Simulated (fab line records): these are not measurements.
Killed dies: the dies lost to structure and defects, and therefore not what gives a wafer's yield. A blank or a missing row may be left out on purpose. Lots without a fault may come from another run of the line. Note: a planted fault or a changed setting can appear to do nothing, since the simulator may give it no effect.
Comparing a struck lot with a sound one    flow berkeleyCmos170    16 steps out of a route of 331
Sound: these wafers, L251.1, L251.4, L251.6. Struck: wafers L252.3, L252.4, L252.6. The cause is given at the end.
At each step with rows: each side's tool, then ch and its chambers, then its first start. Under that, the readings that differ: sound wafers    struck wafers    difference of the means    sigmas: that difference in standard deviations of wafers without a fault.
alike: readings whose means differ by less than 2 such deviations, and words and numbers that are the same on both sides. not compared: withheld readings, readings that some wafer has no value for, bounds like >300 that may hide the same value, and numbers for which the record gives no deviation and whose values overlap.
Wherever a step has rows on one side only, a row that says differs or no value, or a row with sigmas, the two part there. When numbers do not overlap yet have no deviation, they are printed without sigmas and do not part them. A reading missing from all wafers of one side parts the sides only when that side holds two or more wafers.

UCB170_FIELD_THK_MEAS_90:
  sound: filmMetro-02 at day 7 17:26; struck: filmMetro-04 at day 7 17:28
  alike: FIELD_OXIDE_LEFT_1_THK
then, 2 steps without rows for these wafers: UCB170_SACOX_CLEAN_00 (cleans in dHF, time 7.5 s); UCB170_SACOX_OXIDATION_01 (target thk 14.4 nm, ox time 2400 s).
UCB170_SACOX_THK_MEAS_02:
  sound: filmMetro-03 at day 7 20:28; struck: filmMetro-04 at day 7 20:27
  alike: SACOX_OXIDE_THK
then, 2 steps without rows for these wafers: UCB170_SCREENOX_WET_ETCH_00 (etches SiO2 in dHF, time 200 s); UCB170_SCREENOX_OXIDATION_01 (target thk 14.4 nm, ox time 2400 s).
UCB170_SCREENOX_THK_MEAS_02:
  sound: filmMetro-02 at day 8 02:00; struck: filmMetro-01 at day 8 02:01
  alike: SCREENOX_OXIDE_THK
then, 5 steps without rows for these wafers: UCB170_SCREENOX_ANNEAL_03 (time 900 s); UCB170_NVT_HMDS_00 (prime time 60 s); UCB170_NVT_COAT_01 (resist thk 900 nm); UCB170_NVT_SOFTBAKE_02 (time 60 s); UCB170_NVT_EXPOSE_03 (exposes mask PWELL, target cd 3000 nm).
UCB170_NVT_PEB_04:
  sound on lithoTrack-01 ch 0, day 8 06:45; struck on lithoTrack-03 ch 0, day 8 06:35
reading                sound                 struck                difference  sigmas
heaterPowerTotalW (W)  56.78 56.80 56.82     53.81 53.78 53.75     -3.02       -66
plateTempC (C)         130.16 130.02 129.86  124.49 124.98 124.60  -5.32       -44
UCB170_NVT_DEVELOP_05: develop time 46.77 s.
  sound on lithoTrack-01 ch 0; struck on lithoTrack-03 ch 0
reading              sound           struck          difference  sigmas
model.NVT.cdNm (nm)  2999 2998 2999  2955 2955 2955  -44         
UCB170_NVT_OVL_MEAS_06:
  sound: overlay-02 at day 8 07:01; struck: overlay-01 at day 8 06:50
  alike: NVT_OVL
UCB170_M3_PROBE_99:
  the record holds rows for the sound wafers here (prober-01, day 10 12:58) but none for the struck ones

== WHERE THEY PART ==
Earliest at UCB170_NVT_PEB_04; latest, in this record, at UCB170_M3_PROBE_99.

WHY: what the simulator had put in
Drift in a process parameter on lithoTrack-03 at UCB170_NVT_PEB_04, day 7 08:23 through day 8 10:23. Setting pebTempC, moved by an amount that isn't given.
